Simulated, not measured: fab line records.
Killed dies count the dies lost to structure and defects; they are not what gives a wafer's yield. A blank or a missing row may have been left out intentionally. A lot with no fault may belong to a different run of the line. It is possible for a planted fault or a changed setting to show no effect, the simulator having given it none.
Lot-split experiment | flow berkeley cmos170 | 23 wafers read from 5 lots, route of 331 steps

== ON THE SPLIT ==
At UCB170_M3_SPUTTER_01 (material Al, target thk 900 nm, time 120 s), the setting time s was moved away from the recipe's 120 s on 11 of the 23 wafers read, by -14.2% to +11.3%. This setting was run at the recipe's value on the other wafers.

== FROM SPLIT TO READING: 1 step shown by the file between the two ==
- UCB170_M3_RS_MEAS_02: measures by four-point-probe

== THE READING ==
M3_AL_THK, in nm, at UCB170_M3_THK_MEAS_03 (measures by xrf). Fault-free wafers of this fab line usually give 880 nm, standard deviation 10 nm.

wafer  | tool, chamber at the split | time s as run, s | against the recipe | M3_AL_THK, nm | against lot-mates on the recipe
L079.1 | pvd sputter-02, -          | 120              | recipe             | 881           | -
L079.3 | pvd sputter-02, -          | 120              | recipe             | 882           | -
L079.4 | pvd sputter-02, -          | 120              | recipe             | 875           | -
L081.1 | pvd sputter-01, -          | 133.5            | +11.3%             | 980           | +103
L081.2 | pvd sputter-01, -          | 133.5            | +11.3%             | 983           | +106
L081.4 | pvd sputter-01, -          | 120              | recipe             | 884           | -
L081.5 | pvd sputter-01, -          | 133.5            | +11.3%             | 978           | +101
L081.6 | pvd sputter-01, -          | 120              | recipe             | 870           | -
L082.1 | pvd sputter-01, -          | 130.3            | +8.6%              | 964           | +76
L082.2 | pvd sputter-01, -          | 120              | recipe             | 892           | -
L082.4 | pvd sputter-01, -          | 130.3            | +8.6%              | 969           | +80
L082.5 | pvd sputter-01, -          | 130.3            | +8.6%              | 980           | +92
L082.6 | pvd sputter-01, -          | 120              | recipe             | 885           | -
L084.2 | pvd sputter-02, -          | 103              | -14.2%             | 754           | -122
L084.3 | pvd sputter-02, -          | 103              | -14.2%             | 756           | -120
L084.4 | pvd sputter-02, -          | 120              | recipe             | 877           | -
L084.5 | pvd sputter-02, -          | 103              | -14.2%             | 748           | -128
L084.6 | pvd sputter-02, -          | 120              | recipe             | 875           | -
L085.1 | pvd sputter-02, -          | 113.6            | -5.3%              | 840           | -48
L085.2 | pvd sputter-02, -          | 120              | recipe             | 882           | -
L085.3 | pvd sputter-02, -          | 120              | recipe             | 885           | -
L085.4 | pvd sputter-02, -          | 120              | recipe             | 898           | -
L085.5 | pvd sputter-02, -          | 113.6            | -5.3%              | 839           | -49

THE FIT
A straight line over all 23 wafers: M3_AL_THK changes by +9.17 nm for each +1% of time s; r = +0.99; the points scatter about the line by 7.7 nm.
The same after taking each lot's own level away (the mean of its wafers on the recipe; 23 wafers): +9.02 nm for each +1%; r = +1.00; scatter 5.3 nm.
That fit puts the effect of the largest move of time s on the reading at 1.3e+02 nm.
Across the lots, their own levels run from 876.0 to 888.5 nm, a range of 1.2 times the standard deviation given above.
The two slopes agree, so the slope changes little with the lot-to-lot level.
Check: with one of the wafers moved furthest among these (-14.2%) left out of the fit, the line predicts -128 nm for it against its lot-mates. It came out at -122 nm against them.

== OTHER SPLITS ON THESE WAFERS ==
These wafers also went through other splits before the reading. Each is held against what the fit with the lots' levels taken away leaves over:
other split on the same wafers  | wafers away from the commonest value | r with M3_AL_THK (lot level and that fit taken away)
UCB170_CONTACT_CVD_01 temp c    | 15                                   | +0.00
UCB170_CONTACT_COAT_04 spin rpm | 8                                    | -0.21
UCB170_M1_COAT_04 resist thk nm | 7                                    | -0.28
UCB170_M1_PEB_07 peb temp c     | 11                                   | -0.21
UCB170_V1_COAT_07 spin rpm      | 10                                   | -0.04
UCB170_M2_COAT_05 spin rpm      | 7                                    | +0.15

== THE WHOLE CHAIN: every reading that the file lists as answering this split, in the file's order ==
step                  | what it does                               | reading                                                                     | change (the file's fit)               | r (the file's)
UCB170_M3_SPUTTER_01  | material Al, target thk 900 nm, time 120 s | Al_of_M3_SPUTTER_01.thk nm (the simulator's own value, which no gauge read) | +9.19 nm for each +1% of the setting  | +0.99
UCB170_M3_RS_MEAS_02  | measures by four-point-probe               | M3_AL_RS                                                                    | -0.000346 for each +1% of the setting | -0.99
UCB170_M3_THK_MEAS_03 | measures by xrf                            | M3_AL_THK                                                                   | +9.01 for each +1% of the setting     | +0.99

== FILE'S OWN FIT ==
M3_AL_THK changes by +9.01 nm for each +1% of time s, r = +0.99.
